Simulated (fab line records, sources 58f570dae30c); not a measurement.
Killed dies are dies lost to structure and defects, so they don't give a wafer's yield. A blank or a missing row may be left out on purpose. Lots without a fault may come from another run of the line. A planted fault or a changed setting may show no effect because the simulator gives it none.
A struck lot beside a sound one | flow berkeley_cmos170 | 14 steps out of a route of 331
Sound: wafers L176.2, L176.3, L176.5. Struck: wafers L173.1, L173.5, L173.6. The cause comes at the end.
At each step with rows: each side's tool, then ch and its chambers, then its first start. Under that, the readings that differ: sound wafers | struck wafers | difference of the means | sigmas: that difference in standard deviations of wafers without a fault.
alike: readings whose means differ by less than 2 such deviations, and words and numbers that are the same on both sides. not compared: withheld readings, readings that some wafer has no value for, bounds like >300 that may hide the same value, and numbers for which the record gives no deviation and whose values overlap.
The two part at a step that has a row with sigmas, a row that says differs or no value, or rows on one side only. Numbers that don't overlap but have no deviation are shown without sigmas and don't part them. A reading that every wafer of one side lacks parts them only if that side has two wafers or more.

first, 1 step without rows for these wafers: UCB170_CONTACT_CVD_01 (deposits PSG from SiH4/O2/PH3, target thk 700 nm, time 2820 s).
UCB170_CONTACT_THK_MEAS_02:
  sound on film_metro-04, day 11 01:56; struck on film_metro-02, day 10 02:07
  alike: CONTACT_PSG_THK
then, 3 steps without rows for these wafers: UCB170_CONTACT_HMDS_03 (prime time 60 s); UCB170_CONTACT_COAT_04 (resist thk 900 nm); UCB170_CONTACT_SOFTBAKE_05 (time 60 s).
UCB170_CONTACT_STRIP_06: strips in O2.
  sound on plasma_asher-02 ch 0,1, day 11 02:26; struck on plasma_asher-01 ch 0,1, day 10 02:38
  alike: drypump_motor_current_A, oes_product_au, strip_time_to_endpoint_s
  not compared: rf_hours_counter_h
then, 1 step without rows for these wafers: UCB170_CONTACT_CLEAN_07 (cleans in SPM, time 600 s).
UCB170_CONTACT_RTA_08: time 10 s.
  sound on rtp_anneal-01 ch 0, day 11 02:44; struck on rtp_anneal-01 ch 0, day 10 02:55
  alike: anneal_temp_c_max, lamp_power_pct, wafer_temp_C_max
then, 4 steps without rows for these wafers: UCB170_CONTACT_COAT_09; UCB170_CONTACT_COAT_10 (resist thk 900 nm); UCB170_CONTACT_SOFTBAKE_11 (time 60 s); UCB170_CONTACT_EXPOSE_12 (exposes mask CONT, target cd 700 nm).
UCB170_CONTACT_PEB_13:
  sound on litho_track-04 ch 0, day 11 03:38; struck on litho_track-04, day 10 03:40
  no value came back on the struck wafers for chill_plate_temp_C (C), exhaust_pa (Pa), plate_temp_C (C); on the sound wafers chill_plate_temp_C (C) reads 22.81 23.05 22.82
then, 1 step without rows for these wafers: UCB170_CONTACT_DEVELOP_14 (develop time 45 s).

WHERE THEY PART
Only at UCB170_CONTACT_PEB_13, within this record.

WHY: what the simulator had put in
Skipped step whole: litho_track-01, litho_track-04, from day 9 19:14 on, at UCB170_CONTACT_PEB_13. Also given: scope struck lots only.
